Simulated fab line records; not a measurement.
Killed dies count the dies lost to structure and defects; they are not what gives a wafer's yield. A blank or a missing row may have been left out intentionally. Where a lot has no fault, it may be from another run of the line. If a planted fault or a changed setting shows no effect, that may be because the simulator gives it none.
One fault seen from 2 desks    flow berkeley_cmos170    what lay behind the numbers comes last; until then each desk has only its own

THE TOOL OWNER'S DESK: rie_metal-03
The tool's own readings at UCB170_M1_METAL_ETCH_12 (etches Al in Cl2/BCl3, stops on PSG, target depth 780 nm, time 130 s): means of the sampled wafers that have a number, for each lot that ran on this tool. A lot is out of limits, marked OUT, if its mean lies more than 4 standard deviations from the usual mean; the brackets give that distance.
Columns: A = chamber_pressure_mTorr at UCB170_M1_METAL_ETCH_12, usual 12.000 mTorr; B = drypump_motor_current_A at UCB170_M1_METAL_ETCH_12, usual 5.9 A; C = oes_product_au at UCB170_M1_METAL_ETCH_12, usual 0.857 a.u.; D = throttle_valve_pct at UCB170_M1_METAL_ETCH_12, usual 24.48 %
lot   first seen here  A                         B    C      D
L863  day 7 16:26      11.995                    5.4  0.856  24.58
L877  day 11 01:49     18.009 (+99 or more) OUT  6.6  0.845  24.73
L878  day 11 08:46     18.007 (+99 or more) OUT  6.0  0.844  24.61
This desk finds L877, L878 out of limits, L877 being first, at day 11 01:49 (chamber_pressure_mTorr at UCB170_M1_METAL_ETCH_12). In limits: L863.

METROLOGY DESK
Means of the sampled wafers that have a number, per lot and without regard to the tool the lot ran on: this is what the gauges read. A lot is out of limits, marked OUT, if its mean lies more than 4 standard deviations from the usual mean; the brackets give that distance.
Columns: A = M1_AL_RS at UCB170_M1_RS_MEAS_01, usual 0.0487 ohm/sq; B = M1_AL_THK at UCB170_M1_THK_MEAS_02, usual 615 nm; C = cd_nm at UCB170_M1_CD_MEAS_09, usual 700.5 nm; D = M1_OVL at UCB170_M1_OVL_MEAS_10, usual 2 nm
lot   first seen here  A       B    C      D
L863  day 7 14:40      0.0481  616  703.2  5
L868  day 9 01:30      0.0484  618  699.8  5
L877  day 11 00:16     0.0490  609  699.8  6
L878  day 11 07:08     0.0485  616  701.2  2
L880  day 11 16:24     0.0490  609  702.0  -1
L879  day 11 16:40     0.0492  610  700.7  4
Result from this desk: across the 6 lots, nothing is out of limits.

TAKEN TOGETHER
On L877, L878, at day 11 01:49, an alarm was possible from the tool owner's desk.
Metrology desk: nothing out of limits seen.
The metrology desk has L877, L878 on record, within its limits.
All the named lots went through UCB170_M1_METAL_ETCH_12 on rie_metal-03.

WHAT THE SIMULATOR HAD PUT IN
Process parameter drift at UCB170_M1_METAL_ETCH_12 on rie_metal-03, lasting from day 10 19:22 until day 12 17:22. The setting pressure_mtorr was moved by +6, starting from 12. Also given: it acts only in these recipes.
Lots struck among those shown: L877, L878.
Hours from the fault's start to each desk's first reading out of limits: the tool owner's desk, 6.
